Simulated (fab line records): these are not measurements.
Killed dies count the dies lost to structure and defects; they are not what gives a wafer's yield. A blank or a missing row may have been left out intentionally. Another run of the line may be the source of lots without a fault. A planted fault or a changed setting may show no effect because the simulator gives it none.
What tool caused it? || flow ritCmos || 7 lots with 21 wafers sampled at 3 steps, on a route of 202 steps

WHAT THE GAUGES READ, wafer by wafer
RIT_SPACER_THK_MEAS_04.
{"lot": "L647", "measured": "day 3 04:04", "on": "filmMetro-03", "SPACER_NITRIDE_THK (nm)": "250.2 252.6 251.5"}
{"lot": "L649", "measured": "day 3 14:28", "on": "filmMetro-01", "SPACER_NITRIDE_THK (nm)": "255.6 256.5 254.7"}
{"lot": "L651", "measured": "day 3 23:40", "on": "filmMetro-04", "SPACER_NITRIDE_THK (nm)": "246.8 249.1 248.4"}
{"lot": "L653", "measured": "day 4 14:02", "on": "filmMetro-03", "SPACER_NITRIDE_THK (nm)": "246.1 247.6 247.1"}
{"lot": "L655", "measured": "day 4 19:17", "on": "filmMetro-04", "SPACER_NITRIDE_THK (nm)": "253.5 253.2 253.4"}
{"lot": "L660", "measured": "day 5 22:42", "on": "filmMetro-01", "SPACER_NITRIDE_THK (nm)": "215.7 215.0 216.6"}
{"lot": "L662", "measured": "day 6 11:31", "on": "filmMetro-01", "SPACER_NITRIDE_THK (nm)": "213.9 214.7 215.0"}

TOOL THAT RAN EACH LOT (tool first, then ch and the chambers of the sampled wafers, then the start)
{"lot": "L647", "RIT_PLDD_STRIP_09": "plasmaAsher-03 ch 0,1, day 3 01:01", "RIT_SPACER_CVD_03": "lpcvd-01 ch 1, day 3 02:08"}
{"lot": "L649", "RIT_PLDD_STRIP_09": "plasmaAsher-02 ch 0,1, day 3 11:45", "RIT_SPACER_CVD_03": "lpcvd-01 ch 0, day 3 12:34"}
{"lot": "L651", "RIT_PLDD_STRIP_09": "plasmaAsher-02 ch 0,1, day 3 21:09", "RIT_SPACER_CVD_03": "lpcvd-02 ch 0, day 3 21:45"}
{"lot": "L653", "RIT_PLDD_STRIP_09": "plasmaAsher-02 ch 0,1, day 4 11:18", "RIT_SPACER_CVD_03": "lpcvd-01 ch 0, day 4 12:07"}
{"lot": "L655", "RIT_PLDD_STRIP_09": "plasmaAsher-03 ch 0,1, day 4 16:33", "RIT_SPACER_CVD_03": "lpcvd-01 ch 1, day 4 17:22"}
{"lot": "L660", "RIT_PLDD_STRIP_09": "plasmaAsher-03 ch 0,1, day 5 20:00", "RIT_SPACER_CVD_03": "lpcvd-02 ch 1, day 5 20:46"}
{"lot": "L662", "RIT_PLDD_STRIP_09": "plasmaAsher-03 ch 0,1, day 6 08:48", "RIT_SPACER_CVD_03": "lpcvd-02 ch 0, day 6 09:36"}
- RIT_PLDD_STRIP_09: strips in O2, time 180 s.
- RIT_SPACER_CVD_03: deposits Si3N4 from SiH2Cl2/NH3, target thk 250 nm, time 3300 s.

THE ANSWER, worked out from the rows above alone
Rule: what is usual is taken from the lots themselves. Put in order of their means at a reading, lots are off if they are a third of the lots or fewer, leave a main group of 4 or more, and stand apart from it by a gap of 3 or more times the standard deviation of the main group's means; of several such gaps the widest counts. The tables above print the reading to a certain number of digits; a main group whose means all agree to those digits is not used. Also off: a lot with no number at a reading for which 4 or more lots have one. Any other lot the step has rows for is counted as sound.
Off: L660, L662, at RIT_SPACER_THK_MEAS_04 (SPACER_NITRIDE_THK). Mean 251.1 nm and standard deviation 3.2 in the main group.
A tool fits if, at a process step before that reading, it ran every lot that is off, and no sound lot after the first of them. Those tools and the gauges at RIT_SPACER_THK_MEAS_04 are tried in the same way. Can't be told from this: 3 tools fit, plasmaAsher-03 at RIT_PLDD_STRIP_09, lpcvd-02 at RIT_SPACER_CVD_03, filmMetro-01 at RIT_SPACER_THK_MEAS_04.

WHAT THE SIMULATOR HAD PUT IN
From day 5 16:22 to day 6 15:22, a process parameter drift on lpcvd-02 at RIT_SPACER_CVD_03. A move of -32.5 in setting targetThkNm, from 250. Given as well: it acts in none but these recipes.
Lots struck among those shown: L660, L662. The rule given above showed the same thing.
